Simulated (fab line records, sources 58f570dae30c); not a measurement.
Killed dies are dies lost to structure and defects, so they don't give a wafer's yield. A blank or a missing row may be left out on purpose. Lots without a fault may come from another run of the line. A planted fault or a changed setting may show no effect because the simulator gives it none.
Split-lot experiment | flow berkeley_cmos170 | 5 lots, 23 wafers read, on a route of 331 steps

THE SPLIT
At UCB170_GATE_ETCH_15 (etches poly-Si in HBr/Cl2, stops on SiO2, time 56.3 s, target depth 278.2 nm), the setting time_s was moved away from the recipe's 56.3 s on 8 of the 23 wafers read, by -11.2% to +12.6%. The other wafers ran this setting at the recipe's value.

The reading is taken at the split's own step.

THE READING
KrF_of_GATE_COAT_07.thk_nm (the simulator's own value, which no gauge read), in nm, at UCB170_GATE_ETCH_15 (etches poly-Si in HBr/Cl2, stops on SiO2, time 56.3 s, target depth 278.2 nm). The file gives no usual value for it. The 15 wafers here that ran the recipe average 778.1 nm, standard deviation 4.3 nm.

wafer  | tool, chamber at the split | time_s as run, s | against the recipe | KrF_of_GATE_COAT_07.thk_nm, nm | against lot-mates on the recipe
L077.1 | rie_si-01, 1               | 56.3             | recipe             | 770.9                          | -
L077.3 | rie_si-01, 3               | 56.3             | recipe             | 770                            | -
L077.4 | rie_si-01, 0               | 52.38            | -7.0%              | 774.8                          | +4.3
L077.5 | rie_si-01, 3               | 52.38            | -7.0%              | 777.4                          | +6.9
L077.6 | rie_si-01, 0               | 52.38            | -7.0%              | 776.9                          | +6.4
L076.1 | rie_si-02, 1               | 56.3             | recipe             | 780.5                          | -
L076.2 | rie_si-02, 3               | 56.3             | recipe             | 781.8                          | -
L076.3 | rie_si-02, 0               | 56.3             | recipe             | 783.5                          | -
L076.4 | rie_si-02, 2               | 56.3             | recipe             | 782.5                          | -
L076.6 | rie_si-02, 2               | 56.3             | recipe             | 783.4                          | -
L075.2 | rie_si-01, 3               | 56.3             | recipe             | 776.3                          | -
L075.5 | rie_si-01, 3               | 56.3             | recipe             | 774.4                          | -
L075.6 | rie_si-01, 2               | 56.3             | recipe             | 772.5                          | -
L078.1 | rie_si-02, 2               | 63.4             | +12.6%             | 764.6                          | -13.2
L078.2 | rie_si-02, 0               | 56.3             | recipe             | 778                            | -
L078.3 | rie_si-02, 3               | 56.3             | recipe             | 777.6                          | -
L078.4 | rie_si-02, 1               | 63.4             | +12.6%             | 766.1                          | -11.7
L078.6 | rie_si-02, 1               | 63.4             | +12.6%             | 768.6                          | -9.2
L085.1 | rie_si-02, 1               | 56.3             | recipe             | 778.6                          | -
L085.2 | rie_si-02, 3               | 50.01            | -11.2%             | 792.5                          | +12.2
L085.3 | rie_si-02, 2               | 50.01            | -11.2%             | 791.6                          | +11.3
L085.4 | rie_si-02, 0               | 56.3             | recipe             | 781.6                          | -
L085.6 | rie_si-02, 2               | 56.3             | recipe             | 780.6                          | -

THE FIT
A straight line over all 23 wafers: KrF_of_GATE_COAT_07.thk_nm changes by -0.826 nm for each +1% of time_s; r = -0.74; the points scatter about the line by 4.9 nm.
The same after taking each lot's own level away (the mean of its wafers on the recipe; 23 wafers): -0.936 nm for each +1%; r = -0.98; scatter 1.3 nm.
On that fit, the largest move of time_s shifts the reading by 12 nm.
The lots' own levels span 770.45 to 782.34 nm, that is 2.7 times the standard deviation above.
So the lot-to-lot level blurs the effect unless lot-mates are compared.
Check: with one of the wafers moved furthest among these (+12.6%) left out of the fit, the line predicts -11.3 nm for it against its lot-mates. It came out at -13.2 nm against them.

OTHER SPLITS ON THESE WAFERS
These wafers also went through other splits before the reading. Each is held against what the fit with the lots' levels taken away leaves over:
other split on the same wafers      | wafers away from the commonest value | r with KrF_of_GATE_COAT_07.thk_nm (lot level and that fit taken away)
UCB170_NWELL_IMPLANT_14 dose_cm2    | 8                                    | -0.01
UCB170_PWELL_IMPLANT_15 dose_cm2    | 9                                    | +0.09
UCB170_ACTIVE_COAT_08 resist_thk_nm | 7                                    | +0.10
UCB170_ACTIVE_SOFTBAKE_09 time_s    | 8                                    | +0.11
UCB170_SACOX_OXIDATION_01 ox_time_s | 10                                   | +0.02
UCB170_NVT_COAT_01 spin_rpm         | 11                                   | +0.06
UCB170_GATE_EXPOSE_09 dose_mj       | 10                                   | +0.37

THE FILE'S OWN FIT
KrF_of_GATE_COAT_07.thk_nm changes by -0.954 nm for each +1% of time_s, r = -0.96.
